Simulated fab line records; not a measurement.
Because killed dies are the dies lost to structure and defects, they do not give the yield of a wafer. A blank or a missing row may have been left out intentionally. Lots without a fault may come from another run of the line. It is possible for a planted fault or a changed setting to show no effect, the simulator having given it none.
fab line records	flow ritCmos
[record] lots = 7	wafers = 21	lastDay = 7
route steps=202 shown SILICIDE@167 CONTACT@168
lots untouched by any fault: they come from a run of this same line in which no faults occurred
startH: hours from the record's opening day to when the first of the lot's shown wafers began	waitH: hours since the lot's step before	" as in the row above	L1.1+2: a single row standing in for several wafers	- value missing, or start not given	* or withheld: withheld	< > ~ a bound
route shown NAME@n: a module of which the file shows steps, and the number in the route of the first	usual: average and standard deviation across the fault-free wafers	same: alike in all rows	chamber/n: place in a boat	sites: each site's reading	_std_site: standard deviation of those values	_edge_site: outer sites' mean less inner sites'	radiusMm: how far each site lies from the wafer's centre	mask NAME#n: copy n	behind: the tool/chamber that last shaped the wafer	hold: reason for holding the lot/hours on hold/outcome of the hold	device: transistor that didn't switch, given as n, p or np	end of line: the same wafers' tests at the end of the route	a step without rows: its recipe alone	killed: at the first sort, the dies lost to defects and structure; wafer yield is something else	map: a wafer's dies, x killed, . not, _ none there
set.NAME: the run value of the setting; set.NAME@STEP: its run value at that earlier step	model.NAME: the simulator's own value behind a step, which no gauge read
lots seen at some steps along the route; tables by step, rows by wafer
services: the hour from which a tool's chamber was out of use, counted from the record's first day as startH (under 0 if before that day), plus the number of hours and why
[[steps]]
[step RIT_SILICIDE_RTA_06]
[recipe] tempC = 750	timeS = 10	idleTempC = 25	rampUpS = 5	rampDownS = 10	coolToC = 25	ambient = N2
[usual] wafer_temp_C_max = 753.2/0.69
lot.wafer	tool	chamber	startH	waitH	wafer_temp_C_max
L635.3	rtpAnneal-01	0	50.02	0.0	752.8
L635.4	"	0	"	"	754.6
L635.6	"	0	"	"	753.4
L642.1	rtpAnneal-02	0	84.48	0.0	753.5
L642.2	"	0	"	"	753.9
L642.6	"	0	"	"	753.1
L643.3	rtpAnneal-01	0	91.49	0.0	752.7
L643.4	"	0	"	"	752.2
L643.6	"	0	"	"	752.0
L644.1	rtpAnneal-02	0	96.70	0.0	753.2
L644.2	"	0	"	"	753.8
L644.4	"	0	"	"	753.5
L645.3	rtpAnneal-01	0	100.65	0.0	753.0
L645.4	"	0	"	"	752.2
L645.6	"	0	"	"	753.3
L653.2	rtpAnneal-01	0	140.44	0.0	753.2
L653.3	"	0	"	"	754.1
L653.4	"	0	"	"	752.4
L657.1	rtpAnneal-01	0	166.26	0.0	752.5
L657.4	"	0	"	"	753.3
L657.5	"	0	"	"	753.1
[step RIT_CONTACT_CVD_00]
[recipe] material = SiO2	targetThkNm = 400	precursor = TEOS	tempC = 390	timeS = 61	rfW = 413.5
[usual] heaterPowerW = 305/57
lot.wafer	tool	chamber	startH	waitH	heaterPowerW	sinceWetCleanH
L635.3	pecvd-02	2	50.07	0.0	255	605
L635.4	"	0	"	"	271	-
L635.6	"	2	"	"	261	-
L642.1	pecvd-04	0	84.54	0.1	306	235
L642.2	"	1	"	"	264	235
L642.6	"	0	"	"	324	-
L643.3	pecvd-03	0	91.54	0.0	375	1037
L643.4	"	0	"	"	413	-
L643.6	"	1	"	"	275	-
L644.1	pecvd-02	1	96.77	0.1	368	652
L644.2	"	2	"	"	237	652
L644.4	"	2	"	"	252	-
L645.3	pecvd-04	0	100.69	0.0	360	251
L645.4	"	2	"	"	308	-
L645.6	"	1	"	"	301	-
L653.2	pecvd-02	2	140.50	0.0	234	696
L653.3	"	0	"	"	240	696
L653.4	"	1	"	"	366	-
L657.1	pecvd-04	0	166.33	0.1	343	317
L657.4	"	1	"	"	295	-
L657.5	"	2	"	"	333	-
[step RIT_CONTACT_THK_MEAS_01]
[recipe] reads = SiO2_of_CONTACT_CVD_00
[usual] CONTACT_TEOS_THK = 404/4.8
lot.wafer	tool	chamber	startH	waitH	CONTACT_TEOS_THK[nm]
L635.3	filmMetro-04	-	50.14	0.0	402
L635.4	"	-	"	"	410
L635.6	"	-	"	"	410
L642.1	filmMetro-02	-	84.59	0.0	398
L642.2	"	-	"	"	395
L642.6	"	-	"	"	401
L643.3	filmMetro-04	-	91.61	0.0	397
L643.4	"	-	"	"	407
L643.6	"	-	"	"	412
L644.1	filmMetro-03	-	96.82	0.0	402
L644.2	"	-	"	"	400
L644.4	"	-	"	"	404
L645.3	filmMetro-02	-	100.76	0.0	407
L645.4	"	-	"	"	411
L645.6	"	-	"	"	413
L653.2	filmMetro-04	-	140.56	0.0	400
L653.3	"	-	"	"	396
L653.4	"	-	"	"	408
L657.1	filmMetro-04	-	166.38	0.0	406
L657.4	"	-	"	"	405
L657.5	"	-	"	"	408
[step RIT_CONTACT_HMDS_02]
[recipe] primeTimeS = 60	primeTempC = 140
[step RIT_CONTACT_COAT_03]
[recipe] resist = NOVOLAK	spinRpm = 3250	resistThkNm = 1000
[step RIT_CONTACT_SOFTBAKE_04]
[recipe] resist = NOVOLAK	tempC = 90	timeS = 60
[step RIT_CONTACT_EXPOSE_05]
[recipe] maskId = M11	na = 0.6	sourceShape = conventional	sigmaOuter = 0.5	targetCdNm = 1000	doseMj = 250
[step RIT_CONTACT_PEB_06]
[recipe] resist = NOVOLAK	tempC = withheld	timeS = withheld
[step RIT_CONTACT_DEVELOP_07]
[recipe] resist = NOVOLAK	developTimeS = 120	devTempC = 23
[step RIT_CONTACT_CD_MEAS_08]
[recipe] targetCdNm = 1000
[usual] cdNm = 999.4/2.4
lot.wafer	tool	chamber	startH	waitH	cdNm
L635.3	cdSem-02	-	51.31	-	1002.6
L635.4	"	-	"	"	1002.9
L635.6	"	-	"	"	1002.0
L642.1	cdSem-01	-	85.75	-	998.0
L642.2	"	-	"	"	996.3
L642.6	"	-	"	"	998.4
L643.3	cdSem-01	-	92.78	-	998.4
L643.4	"	-	"	"	998.4
L643.6	"	-	"	"	996.2
L644.1	cdSem-01	-	97.85	-	995.0
L644.2	"	-	"	"	995.2
L644.4	"	-	"	"	995.7
L645.3	cdSem-01	-	101.94	-	1001.2
L645.4	"	-	"	"	1002.2
L645.6	"	-	"	"	1002.4
L653.2	cdSem-02	-	141.60	-	998.1
L653.3	"	-	"	"	998.4
L653.4	"	-	"	"	999.7
L657.1	cdSem-01	-	167.62	-	999.0
L657.4	"	-	"	"	997.1
L657.5	"	-	"	"	997.3
[step RIT_CONTACT_OVL_MEAS_09]
[usual] CONTACT_OVL = -1.6/1.3
lot.wafer	tool	chamber	startH	waitH	CONTACT_OVL[nm]
L635.3	overlay-02	-	51.40	0.1	-0.1
L635.4	"	-	"	"	-1.1
L635.6	"	-	"	"	-0.9
L642.1	overlay-02	-	85.87	0.1	-1.4
L642.2	"	-	"	"	-3.0
L642.6	"	-	"	"	-1.5
L643.3	overlay-02	-	92.87	0.1	-2.8
L643.4	"	-	"	"	-1.4
L643.6	"	-	"	"	-2.5
L644.1	overlay-01	-	97.97	0.1	-1.9
L644.2	"	-	"	"	-2.0
L644.4	"	-	"	"	-1.7
L645.3	overlay-01	-	102.03	0.1	-1.8
L645.4	"	-	"	"	-1.2
L645.6	"	-	"	"	-1.1
L653.2	overlay-01	-	141.70	0.1	-2.7
L653.3	"	-	"	"	-1.4
L653.4	"	-	"	"	-3.3
L657.1	overlay-01	-	167.74	0.1	0.2
L657.4	"	-	"	"	-2.9
L657.5	"	-	"	"	-2.6
[step RIT_CONTACT_HARDBAKE_10]
[recipe] resist = NOVOLAK	tempC = 140	timeS = 60
[step RIT_CONTACT_ETCH_11]
[recipe] targetDepthA = 4800	overEtchFrac = 0.2	stopOn = TiSi2	chemistry = CHF3/CF4/Ar	target = SiO2	CHF3_flow_sccm = 50	cf4FlowSccm = 10	Ar_flow_sccm = 100	O2_flow_sccm = 5	pressureMtorr = 100	rfW = 200	timeS = 320
[usual] CHF3_flow_sccm = 50.00/0.16	O2_flow_sccm = 5.004/0.014	chamberPressureMTorr = 100.01/0.1	drypumpMotorCurrentA = 5.6/0.44	oesProductAu = 0.994/0.018	overEtchFrac = 0.2/0	throttleValvePct = 8.91/0.13
lot.wafer	tool	chamber	startH	waitH	CHF3_flow_sccm	O2_flow_sccm	chamberPressureMTorr	drypumpMotorCurrentA	oesProductAu	overEtchFrac	rfHoursCounterH	throttleValvePct	model.NOVOLAK_of_CONTACT_COAT_03.thkNm
L635.3	rieDiel-02	2	51.58	0.1	50.13	5.000	100.12	4.9	0.980	0.2	89	8.93	767.9
L635.4	"	3	"	"	50.17	5.003	99.90	5.8	0.971	0.2	124	8.63	768.7
L635.6	"	0	"	"	50.27	5.019	100.06	5.2	1.013	0.2	-	8.72	767.5
L642.1	rieDiel-01	3	86.05	0.1	49.96	4.997	99.97	4.8	0.974	0.2	26	9.00	772.3
L642.2	"	1	"	"	49.87	4.984	100.13	6.6	0.998	0.2	134	8.91	773.5
L642.6	"	0	"	"	49.73	4.979	99.94	5.9	1.015	0.2	-	9.04	768.4
L643.3	rieDiel-01	2	93.05	0.1	-	-	-	-	-	-	-	-	884.1
L643.4	"	0	"	"	-	-	-	-	-	-	-	-	885.1
L643.6	"	3	"	"	-	-	-	-	-	-	-	-	884.8
L644.1	rieDiel-03	3	98.15	0.1	-	-	-	-	-	-	-	-	885.1
L644.2	"	0	"	"	-	-	-	-	-	-	-	-	885.5
L644.4	"	1	"	"	-	-	-	-	-	-	-	-	886.3
L645.3	rieDiel-02	2	102.20	0.1	-	-	-	-	-	-	-	-	884.8
L645.4	"	0	"	"	-	-	-	-	-	-	-	-	883.1
L645.6	"	0	"	"	-	-	-	-	-	-	-	-	883.3
L653.2	rieDiel-03	2	141.88	0.1	50.20	5.009	99.85	6.0	1.003	0.2	10	9.04	770.6
L653.3	"	1	"	"	49.78	4.980	100.13	5.5	1.014	0.2	90	8.78	769.5
L653.4	"	0	"	"	50.02	4.989	99.94	5.5	0.976	0.2	3	8.81	767.6
L657.1	rieDiel-01	1	167.92	0.1	49.97	5.009	99.98	6.6	0.985	0.2	135	8.93	767.3
L657.4	"	3	"	"	49.95	4.979	99.99	4.8	0.975	0.2	27	9.00	766
L657.5	"	1	"	"	50.03	5.016	100.06	6.6	1.002	0.2	-	8.91	766.2
[step RIT_CONTACT_STRIP_12]
[recipe] chemistry = O2	timeS = 180	resist = NOVOLAK	platenTempC = withheld	powerW = 500	pressureMtorr = 4000	o2FlowSccm = 4000
[usual] chamberPressureMTorr = 4000/3.6	drypumpMotorCurrentA = 5.7/0.42
lot.wafer	tool	chamber	startH	waitH	chamberPressureMTorr	drypumpMotorCurrentA	rfHoursCounterH
L635.3	plasmaAsher-03	1	51.83	0.2	4006	5.4	-
L635.4	"	0	"	"	4005	5.4	-
L635.6	"	0	"	"	4007	5.4	-
L642.1	plasmaAsher-01	1	86.25	0.1	4004	6.0	46
L642.2	"	0	"	"	3998	6.0	46
L642.6	"	0	"	"	3997	6.0	-
L643.3	plasmaAsher-03	0	93.30	0.2	3996	5.4	-
L643.4	"	1	"	"	4003	5.4	-
L643.6	"	1	"	"	4003	5.4	-
L644.1	plasmaAsher-03	1	98.35	0.1	4001	5.4	40
L644.2	"	0	"	"	3999	5.4	40
L644.4	"	0	"	"	4003	5.4	-
L645.3	plasmaAsher-03	1	102.45	0.2	4005	5.4	-
L645.4	"	0	"	"	4005	5.4	-
L645.6	"	0	"	"	4001	5.4	-
L653.2	plasmaAsher-01	0	142.08	0.1	4006	6.0	52
L653.3	"	0	"	"	4004	6.0	-
L653.4	"	1	"	"	4005	6.1	-
L657.1	plasmaAsher-03	0	168.12	0.1	4006	5.4	5
L657.4	"	0	"	"	3996	5.4	-
L657.5	"	1	"	"	4000	5.4	-
[step RIT_CONTACT_CD_MEAS_90]
[recipe] targetCdNm = 1000
[usual] cdNm = 999.5/2.4
lot.wafer	tool	chamber	startH	waitH	cdNm
L635.3	cdSem-01	-	51.99	0.1	1002.6
L635.4	"	-	"	"	1002.7
L635.6	"	-	"	"	1002.1
L642.1	cdSem-02	-	86.42	0.1	997.9
L642.2	"	-	"	"	995.7
L642.6	"	-	"	"	998.0
L643.3	cdSem-02	-	93.46	0.1	-
L643.4	"	-	"	"	-
L643.6	"	-	"	"	-
L644.1	cdSem-02	-	98.52	0.1	-
L644.2	"	-	"	"	-
L644.4	"	-	"	"	-
L645.3	cdSem-02	-	102.61	0.1	-
L645.4	"	-	"	"	-
L645.6	"	-	"	"	-
L653.2	cdSem-02	-	142.27	0.1	998.5
L653.3	"	-	"	"	998.4
L653.4	"	-	"	"	1000.0
L657.1	cdSem-01	-	168.29	0.1	998.5
L657.4	"	-	"	"	997.1
L657.5	"	-	"	"	996.9
[step RIT_CONTACT_CLEAN_13]
[recipe] chemistry = SC1	mix = 3:3:50	timeS = 600	tempC = 75
[[services]]
tool	chamber	startH	hours	kind
plasmaAsher-03	-	30.14	7.3	repair
rieDiel-02	3	35.02	13.1	repair
pecvd-03	-	39.03	5.5	pm
rieDiel-03	2	56.03	2.7	repair
plasmaAsher-01	-	60.14	2.8	pm
plasmaAsher-03	-	79.26	1.9	repair
rieDiel-03	0	84.88	4.8	repair
pecvd-03	2	96.48	7.6	repair
rieDiel-01	-	104.43	27.2	repair
plasmaAsher-03	-	108.75	9.0	pm
plasmaAsher-03	0	108.75	9.0	ventCycle
plasmaAsher-03	1	108.75	9.0	ventCycle
pecvd-02	-	117.14	1.2	repair
plasmaAsher-03	0	117.75	-	clean
plasmaAsher-03	1	117.75	-	clean
pecvd-03	-	124.83	1.0	repair
pecvd-04	0	126.18	8.3	repair
plasmaAsher-03	-	133.45	1.9	repair
rtpAnneal-01	-	142.21	6.5	pm
rieDiel-02	0	144.20	-	clean
rieDiel-01	0	145.67	4.8	repair
rieDiel-03	0	146.75	5.9	repair
rieDiel-01	1	151.97	3.9	repair
rieDiel-01	0	159.07	4.2	repair
[[key]]
[firstSign] step = RIT_CONTACT_ETCH_11	reading = toolRecord	direction = missing
[effect] step = RIT_CONTACT_CD_MEAS_90	reading = cdNm	direction = missing
[modelEffect] step = RIT_CONTACT_ETCH_11	value = NOVOLAK_of_CONTACT_COAT_03.thkNm	without = 769.9	struck = 884.7
metAt RIT_CONTACT_ETCH_11
struckWafers L643.3,L643.4,L643.6,L644.1,L644.2,L644.4,L645.3,L645.4,L645.6
laterRowsLeftOut L643.3,L643.4,L643.6,L644.1,L644.2,L644.4,L645.3,L645.4,L645.6
sortLeftOut L643.3,L643.4,L643.6,L644.1,L644.2,L644.4,L645.3,L645.4,L645.6
testerLeftOut L643,L644,L645
onsetBetween 86.05 93.05
[fault] kind = skippedStepWhole	tool = rieDiel-01,rieDiel-02,rieDiel-03	chamber = -	onsetH = 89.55	steps = RIT_CONTACT_ETCH_11	scope = struckLotsOnly
// testerLeftOut: of these lots the tester's yield and bins aren't shown, on N5 and GAA mostly nor the transistor test; their killed dies are dies lost to structure and defects alone, not to doping, threshold or leakage, so they don't give the yield
// sortLeftOut: the simulated sort isn't trusted on such a fault, so these wafers' sort isn't shown, and their yield isn't known
// laterRowsLeftOut: the simulator's readings of these wafers behind a module that went badly wrong aren't trusted and aren't shown, but for the sort
